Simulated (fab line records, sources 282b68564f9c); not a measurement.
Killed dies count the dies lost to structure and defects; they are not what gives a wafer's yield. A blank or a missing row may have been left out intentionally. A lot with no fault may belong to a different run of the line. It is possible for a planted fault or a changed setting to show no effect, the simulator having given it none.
One fault through the eyes of 2 desks + flow rit_cmos + what lay behind the numbers comes last; until then each desk has only its own

== DESK OF THE TOOL OWNER: litho_track-02 ==
Per lot that ran on this tool, the mean of the sampled wafers carrying a number, from the tool's own readings at RIT_ACTIVE_SOFTBAKE_07 (time 60 s). A lot is out of limits, marked OUT, if its mean lies more than 4 standard deviations from the usual mean; the brackets give that distance.
Columns: A = heater_power_total_W at RIT_ACTIVE_SOFTBAKE_07, usual 34.56 W; B = resist_line_temp_C at RIT_ACTIVE_SOFTBAKE_07, usual 23.00 C; C = run_length_s at RIT_ACTIVE_SOFTBAKE_07, usual 89.12 s
| lot  | first seen here | A               | B     | C                       |
|------|-----------------|-----------------|-------|-------------------------|
| L480 | day 1 18:54     | 34.52           | 23.09 | 88.97                   |
| L486 | day 3 02:59     | 37.53 (+54) OUT | 23.00 | 74.20 (-99 or more) OUT |
| L490 | day 3 22:06     | 37.47 (+53) OUT | 22.99 | 74.27 (-99 or more) OUT |
This desk finds L486, L490 out of limits, L486 being first, at day 3 02:59 (heater_power_total_W at RIT_ACTIVE_SOFTBAKE_07). In limits: L480.

== AT THE METROLOGY DESK ==
Means of the sampled wafers that have a number, per lot and without regard to the tool the lot ran on: this is what the gauges read. A lot is out of limits, marked OUT, if its mean lies more than 4 standard deviations from the usual mean; the brackets give that distance.
Columns: A = INCOMING_BOW at RIT_ACTIVE_BOW_MEAS_00, usual 0 um; B = ACTIVE_OXIDE_THK at RIT_ACTIVE_THK_MEAS_02, usual 46.6 nm; C = ACTIVE_NITRIDE_THK at RIT_ACTIVE_THK_MEAS_04, usual 150.4 nm; D = cd_nm at RIT_ACTIVE_CD_MEAS_11, usual 1400.2 nm
| lot  | first seen here | A  | B    | C     | D      |
|------|-----------------|----|------|-------|--------|
| L480 | day 1 15:00     | 0  | 47.0 | 149.9 | 1401.1 |
| L481 | day 1 20:00     | 0  | 47.1 | 152.0 | 1400.5 |
| L486 | day 2 21:01     | 1  | 46.2 | 147.7 | 1400.6 |
| L490 | day 3 17:00     | 5  | 46.4 | 150.9 | 1397.7 |
| L496 | day 4 23:01     | -1 | 47.7 | 149.5 | 1402.5 |
| L498 | day 5 09:01     | 8  | 45.8 | 148.9 | 1400.6 |
This desk's finding: nothing out of limits on any of the 6 lots.

== TAKEN TOGETHER ==
An alarm could have come from the tool owner's desk at day 3 02:59, on L486, L490.
Nothing out of limits was seen by the metrology desk.
The metrology desk holds a record of L486, L490, inside its limits.
All the named lots went through RIT_ACTIVE_SOFTBAKE_07 on litho_track-02.

== WHAT THE SIMULATOR HAD INSERTED ==
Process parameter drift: litho_track-02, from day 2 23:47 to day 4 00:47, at RIT_ACTIVE_SOFTBAKE_07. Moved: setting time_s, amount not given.
Lots struck among those shown: L486, L490.
Time in hours from fault onset to the first out-of-limits reading at each desk: the tool owner's desk, 3.
